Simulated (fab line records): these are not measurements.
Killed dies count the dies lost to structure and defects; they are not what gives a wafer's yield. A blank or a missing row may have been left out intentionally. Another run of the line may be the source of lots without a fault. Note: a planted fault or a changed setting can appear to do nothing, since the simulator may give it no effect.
The tool behind it: which one? / flow berkeley cmos170 / 7 lots, 21 wafers sampled, at 2 steps of a route of 331

WHAT THE GAUGES SHOWED, per wafer
UCB170_PFIELD_TW_MEAS_09.
lot=L243; measured=day 5 16:28; on=film metro-01; PFIELD_TW=604.5 603.6 603.0
lot=L244; measured=day 6 12:57; on=film metro-01; PFIELD_TW=601.5 602.1 603.6
lot=L249; measured=day 6 12:52; on=film metro-03; PFIELD_TW=601.1 602.1 602.2
lot=L251; measured=day 6 23:35; on=film metro-01; PFIELD_TW=672.5 674.5 670.8
lot=L253; measured=day 7 07:47; on=film metro-03; PFIELD_TW=669.3 672.8 669.6
lot=L257; measured=day 8 11:16; on=film metro-04; PFIELD_TW=600.8 598.8 597.1
lot=L261; measured=day 9 09:10; on=film metro-04; PFIELD_TW=605.5 604.1 607.2

TOOL THAT RAN EACH LOT (tool first, then ch and the chambers of the sampled wafers, then the start)
lot=L243; UCB170_PFIELD_IMPLANT_07=implanter-04 ch 0, day 5 16:14
lot=L244; UCB170_PFIELD_IMPLANT_07=implanter-01 ch 0, day 6 12:38
lot=L249; UCB170_PFIELD_IMPLANT_07=implanter-04 ch 0, day 6 12:39
lot=L251; UCB170_PFIELD_IMPLANT_07=implanter-04 ch 0, day 6 23:20
lot=L253; UCB170_PFIELD_IMPLANT_07=implanter-04 ch 0, day 7 07:32
lot=L257; UCB170_PFIELD_IMPLANT_07=implanter-02 ch 0, day 8 11:01
lot=L261; UCB170_PFIELD_IMPLANT_07=implanter-01 ch 0, day 9 08:55
- UCB170_PFIELD_IMPLANT_07

THE ANSWER, worked out from the rows above alone
Rule: the usual values come from the lots themselves. The widest of any qualifying gaps counts: lots, ordered by their means at a reading, are off when they make up no more than a third of the lots, leave a main group of 4 or more, and stand apart from it by 3 or more times the standard deviation of that group's means. A main group whose means are all the same, to the digits that the tables above print for the reading, isn't used. Also off: a lot with no number at a reading for which 4 or more lots have one. Where the step has rows for the other lots, those lots are counted as sound.
Off: L251, L253, seen at UCB170_PFIELD_TW_MEAS_09 (PFIELD_TW). Mean 602.5 and standard deviation 2.2 in the main group.
A tool fits if, at a process step before that reading, it ran every lot that is off, and no sound lot after the first of them. Gauges at UCB170_PFIELD_TW_MEAS_09: tried the same way as those tools. One fits: UCB170_PFIELD_IMPLANT_07 on implanter-04. Its last sound lot is L249 (day 6 12:39), its first lot that is off L251 (day 6 23:20): a fault that began between those two fits.

WHAT THE SIMULATOR HAD INSERTED
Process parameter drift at UCB170_PFIELD_IMPLANT_07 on implanter-04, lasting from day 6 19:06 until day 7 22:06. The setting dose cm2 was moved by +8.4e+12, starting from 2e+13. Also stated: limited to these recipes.
Shown lots that were struck: L251, L253. The rule above found the same.
